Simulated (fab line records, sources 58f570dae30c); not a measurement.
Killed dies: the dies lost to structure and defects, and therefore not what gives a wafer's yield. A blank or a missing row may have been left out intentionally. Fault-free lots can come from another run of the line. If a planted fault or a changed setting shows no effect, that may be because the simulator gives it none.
Which of the tools did it?    flow berkeleyCmos170    Sampling: 13 lots, 39 wafers, 5 of 331 route steps

## WHAT THE GAUGES SHOWED, per wafer
UCB170_SPACER_THK_MEAS_01. Usual: SPACER_TEOS_THK typically reads 377 nm, with standard deviation 5.4.
lot   measured      on            SPACER_TEOS_THK (nm)     flag
L975  day 6 20:26   filmMetro-01  374 372 372              
L976  day 7 19:10   filmMetro-03  373 373 383              
L977  day 8 00:52   filmMetro-01  374 373 380              
L978  day 8 01:51   filmMetro-01  372 375 371              
L986  day 10 00:32  filmMetro-02  355 358 356 355 358 356  OFF
L991  day 10 11:26  filmMetro-01  369 376 371              
L988  day 10 11:29  filmMetro-01  357 355 358 356 355 359  OFF
L989  day 10 11:28  filmMetro-03  381 375 382              
L993  day 11 02:13  filmMetro-01  381 386 377              
L997  day 11 12:59  filmMetro-02  372 366 377              
L996  day 11 13:27  filmMetro-01  373 381 385              
L995  day 11 13:47  filmMetro-02  371 374 380              
L994  day 11 13:48  filmMetro-03  366 378 376              

UCB170_SDANNEAL_RS_MEAS_05: measurement is done with a four-point probe. Usual: NLDD_RS typically reads 616.0 ohm/sq, with standard deviation 1.5.
lot   measured      on            NLDD_RS (ohm/sq)   flag
L975  day 7 09:16   filmMetro-04  615.7 615.8 614.9  
L976  day 8 05:14   filmMetro-04  613.2 615.3 615.4  
L977  day 8 12:49   filmMetro-03  617.7 617.6 617.1  
L978  day 8 13:14   filmMetro-02  613.8 616.8 616.0  
L986  day 10 15:00  filmMetro-04  615.7 614.1 613.4  
L991  day 10 21:55  filmMetro-04  615.6 616.0 615.4  
L988  day 10 21:53  filmMetro-02  615.1 615.9 614.9  
L989  day 10 22:11  filmMetro-03  617.7 619.2 617.2  
L993  day 11 14:14  filmMetro-02  614.1 614.9 614.7  
L997  day 12 00:46  filmMetro-02  616.8 615.0 615.4  
L996  day 12 01:40  filmMetro-03  614.0 615.7 613.0  
L995  day 12 01:47  filmMetro-04  616.5 614.8 615.2  
L994  day 12 01:32  filmMetro-02  614.9 612.8 613.3  

## WHICH TOOL RAN EACH LOT (tool, then ch and the chambers of the sampled wafers, then the start)
lot   UCB170_SPACER_CVD_00             UCB170_SDANNEAL_RTA_00           UCB170_SDANNEAL_RTA_01
L975  pecvd-03 ch 0,1,2, day 6 20:23   rtpAnneal-02 ch 0, day 7 08:46   rtpAnneal-02 ch 0, day 7 08:50
L976  pecvd-01 ch 0,1,2, day 7 19:08   rtpAnneal-02 ch 0, day 8 04:45   rtpAnneal-02 ch 0, day 8 04:49
L977  pecvd-01 ch 1,2, day 8 00:50     rtpAnneal-01 ch 0, day 8 12:19   rtpAnneal-01 ch 0, day 8 12:23
L978  pecvd-03 ch 0,1,2, day 8 01:48   rtpAnneal-01 ch 0, day 8 12:45   rtpAnneal-01 ch 0, day 8 12:49
L986  pecvd-01 ch 0,1,2, day 10 00:29  rtpAnneal-02 ch 0, day 10 14:30  rtpAnneal-02 ch 0, day 10 14:34
L991  pecvd-03 ch 0,1, day 10 11:23    rtpAnneal-02 ch 0, day 10 21:25  rtpAnneal-02 ch 0, day 10 21:29
L988  pecvd-01 ch 1,2, day 10 11:25    rtpAnneal-01 ch 0, day 10 21:17  rtpAnneal-01 ch 0, day 10 21:25
L989  pecvd-03 ch 1,2, day 10 11:25    rtpAnneal-02 ch 0, day 10 21:40  rtpAnneal-02 ch 0, day 10 21:44
L993  pecvd-03 ch 1,2, day 11 02:10    rtpAnneal-02 ch 0, day 11 13:45  rtpAnneal-02 ch 0, day 11 13:49
L997  pecvd-03 ch 0,1,2, day 11 12:53  rtpAnneal-02 ch 0, day 12 00:17  rtpAnneal-02 ch 0, day 12 00:21
L996  pecvd-04 ch 0,2, day 11 13:23    rtpAnneal-02 ch 0, day 12 01:10  rtpAnneal-02 ch 0, day 12 01:14
L995  pecvd-03 ch 0,1, day 11 13:44    rtpAnneal-01 ch 0, day 12 01:16  rtpAnneal-01 ch 0, day 12 01:20
L994  pecvd-04 ch 0,1, day 11 13:44    rtpAnneal-01 ch 0, day 12 01:02  rtpAnneal-01 ch 0, day 12 01:05
- UCB170_SPACER_CVD_00: deposits SiO2 from TEOS/O2, target thk 376 nm, time 47 s.
- UCB170_SDANNEAL_RTA_00: time 10 s.
- UCB170_SDANNEAL_RTA_01: time 5 s.

## AS READ BY THE TOOLS THEMSELVES (means over the sampled wafers that have a number; for cases with no such wafer, the mark the record gives instead)
UCB170_SPACER_CVD_00. Usual: heaterPowerW 266 W, standard deviation 51; pressureMtorr 8999 mTorr, standard deviation 19.
lot   tool      heaterPowerW (W)  pressureMtorr (mTorr)  flag
L975  pecvd-03  294               9018                   
L976  pecvd-01  288               8992                   
L977  pecvd-01  268               8989                   
L978  pecvd-03  265               8992                   
L986  pecvd-01  234               9005                   
L991  pecvd-03  228               8993                   
L988  pecvd-01  277               9005                   
L989  pecvd-03  263               8987                   
L993  pecvd-03  310               8985                   
L997  pecvd-03  241               8994                   
L996  pecvd-04  242               9019                   
L995  pecvd-03  221               9008                   
L994  pecvd-04  245               9018                   

UCB170_SDANNEAL_RTA_00. Usual: lampPowerPct 23.1 %, standard deviation 0.76; wafer_temp_C_max 904.0, standard deviation 1.
lot   tool          lampPowerPct (%)  wafer_temp_C_max  flag
L975  rtpAnneal-02  23.7              904.6             
L976  rtpAnneal-02  23.7              904.7             
L977  rtpAnneal-01  22.1              902.9             
L978  rtpAnneal-01  22.2              903.1             
L986  rtpAnneal-02  23.7              904.9             
L991  rtpAnneal-02  23.7              904.3             
L988  rtpAnneal-01  22.1              903.5             
L989  rtpAnneal-02  23.7              904.0             
L993  rtpAnneal-02  23.7              904.0             
L997  rtpAnneal-02  23.7              904.2             
L996  rtpAnneal-02  23.7              904.1             
L995  rtpAnneal-01  22.1              903.2             
L994  rtpAnneal-01  22.2              902.9             

UCB170_SDANNEAL_RTA_01. Usual: lampPowerPct 35.6 %, standard deviation 1.2; wafer_temp_C_max 1054.6, standard deviation 1.1.
lot   tool          lampPowerPct (%)  wafer_temp_C_max  flag
L975  rtpAnneal-02  36.6              1055.4            
L976  rtpAnneal-02  36.6              1055.0            
L977  rtpAnneal-01  34.2              1053.3            
L978  rtpAnneal-01  34.2              1053.6            
L986  rtpAnneal-02  36.6              1054.9            
L991  rtpAnneal-02  36.6              1055.9            
L988  rtpAnneal-01  34.2              1054.1            
L989  rtpAnneal-02  36.6              1055.9            
L993  rtpAnneal-02  36.6              1055.9            
L997  rtpAnneal-02  36.6              1054.7            
L996  rtpAnneal-02  36.6              1054.6            
L995  rtpAnneal-01  34.2              1053.4            
L994  rtpAnneal-01  34.3              1053.6            

## THE ANSWER, worked out from the rows above alone
Rule: a lot counts as off when the mean over its wafers that have a number is more than 3 standard deviations away from the usual mean. Also off: a lot with no number at a reading for which 4 or more lots have one. The other lots that the step has rows for count as sound. The gauges are gone through in route order, then the tools' own readings, and for those a lot's mean is taken as printed above. The first step at which some lot is off is used, and at that step the reading that is off furthest; a lot without a number counts as furthest.
Off: L986, L988, seen at UCB170_SPACER_THK_MEAS_01 (SPACER_TEOS_THK).
A tool fits if, at a process step before that reading, it ran every lot that is off, and no sound lot after the first of them. The gauges at UCB170_SPACER_THK_MEAS_01 are tried like those tools. One fits: pecvd-01 at UCB170_SPACER_CVD_00. A fault onset in the window from L977 (day 8 00:50, its last sound lot) to L986 (day 10 00:29, its first lot off) fits.

## WHAT THE SIMULATOR HAD PUT IN
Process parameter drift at UCB170_SPACER_CVD_00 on pecvd-01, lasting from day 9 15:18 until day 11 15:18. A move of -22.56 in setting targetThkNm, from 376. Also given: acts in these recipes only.
Lots struck among those shown: L986, L988. This agrees with what the rule above found.
